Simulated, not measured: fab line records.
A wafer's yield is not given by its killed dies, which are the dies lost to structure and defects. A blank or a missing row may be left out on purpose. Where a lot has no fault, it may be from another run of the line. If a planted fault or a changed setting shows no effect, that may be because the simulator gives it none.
Which tool was responsible? + flow berkeleyCmos170 + 36 wafers sampled from 12 lots at 1 step of a route of 331

== WHAT EACH GAUGE READ, for each wafer ==
UCB170_SCREENOX_THK_MEAS_02.
| lot  | measured     | on           | SCREENOX_OXIDE_THK (nm) |
|------|--------------|--------------|-------------------------|
| L076 | day 6 07:30  | filmMetro-03 | 14.07 14.04 14.02       |
| L077 | day 6 14:48  | filmMetro-03 | 13.87 13.86 13.86       |
| L078 | day 7 03:49  | filmMetro-01 | 14.48 14.39 14.67       |
| L081 | day 7 15:15  | filmMetro-02 | 14.86 14.86 14.68       |
| L083 | day 8 11:40  | filmMetro-03 | 14.24 14.35 14.22       |
| L087 | day 8 21:26  | filmMetro-01 | 14.66 14.22 14.33       |
| L088 | day 8 21:27  | filmMetro-02 | 14.17 13.96 13.98       |
| L089 | day 9 07:21  | filmMetro-01 | 14.03 14.18 14.24       |
| L091 | day 9 23:33  | filmMetro-01 | 13.84 13.99 14.04       |
| L093 | day 10 07:04 | filmMetro-03 | 14.29 14.38 14.58       |
| L095 | day 10 22:57 | filmMetro-03 | 14.10 14.10 14.35       |
| L096 | day 11 11:52 | filmMetro-01 | 14.58 14.49 14.68       |

== TOOL THAT RAN EACH LOT (tool first, then ch and the chambers of the sampled wafers, then the start) ==
There is no process step in the record ahead of these readings.

== THE ANSWER, worked out from the rows above alone ==
Rule: the usual values come from the lots themselves. Put in order of their means at a reading, lots are off if they are a third of the lots or fewer, leave a main group of 4 or more, and stand apart from it by a gap of 3 or more times the standard deviation of the main group's means; of several such gaps the widest counts. If all means in a main group match to the digits the tables above print for the reading, that group is not used. Also off: a lot with no number at a reading for which 4 or more lots have one. Where the step has rows for the other lots, those lots are counted as sound.
None of the lots is off at any reading shown; this tells nothing.

== WHAT HAD BEEN PUT IN BY THE SIMULATOR ==
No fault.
